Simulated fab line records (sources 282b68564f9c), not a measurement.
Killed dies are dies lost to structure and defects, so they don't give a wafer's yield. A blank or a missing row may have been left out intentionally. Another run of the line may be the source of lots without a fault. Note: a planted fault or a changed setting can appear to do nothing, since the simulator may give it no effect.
Which tool is to blame? -- flow rit_cmos -- 6 lots with 18 wafers sampled at 2 steps, on a route of 202 steps

## WHAT THE GAUGES SHOWED, per wafer
RIT_GATE_THK_MEAS_09.
lot,measured,on,GATE_POLY_THK (nm)
L347,day 2 22:26,film_metro-04,248.8 246.3 247.3
L350,day 3 13:07,film_metro-04,246.9 249.5 249.4
L353,day 4 05:18,film_metro-01,249.1 251.4 253.1
L356,day 4 18:04,film_metro-01,247.2 248.2 248.7
L358,day 5 05:13,film_metro-01,251.0 252.7 251.4
L361,day 5 19:49,film_metro-04,253.1 250.0 249.6

## WHAT TOOL EACH LOT RAN ON (gives the tool, then ch and the chambers of the sampled wafers, and finally the start)
lot,RIT_GATE_CVD_08
L347,"lpcvd-02 ch 1, day 2 20:49"
L350,"lpcvd-01 ch 1, day 3 11:29"
L353,"lpcvd-02 ch 0, day 4 03:41"
L356,"lpcvd-02 ch 1, day 4 16:26"
L358,"lpcvd-01 ch 1, day 5 03:36"
L361,"lpcvd-02 ch 1, day 5 18:10"
- RIT_GATE_CVD_08: deposits poly-Si from SiH4, target thk 250 nm, time 2220 s.

## THE ANSWER, worked out from the rows above alone
Rule: usual is defined by the lots themselves. Put in order of their means at a reading, lots are off if they are a third of the lots or fewer, leave a main group of 4 or more, and stand apart from it by a gap of 3 or more times the standard deviation of the main group's means; of several such gaps the widest counts. Not used: any main group whose means are identical at the precision the tables above print for the reading. A lot without any number at a reading at which 4 lots or more have one is off too. All remaining lots with rows at the step are treated as sound.
No lot is off on any of the readings shown, so nothing can be concluded from this.

## WHAT THE SIMULATOR HAD PUT IN
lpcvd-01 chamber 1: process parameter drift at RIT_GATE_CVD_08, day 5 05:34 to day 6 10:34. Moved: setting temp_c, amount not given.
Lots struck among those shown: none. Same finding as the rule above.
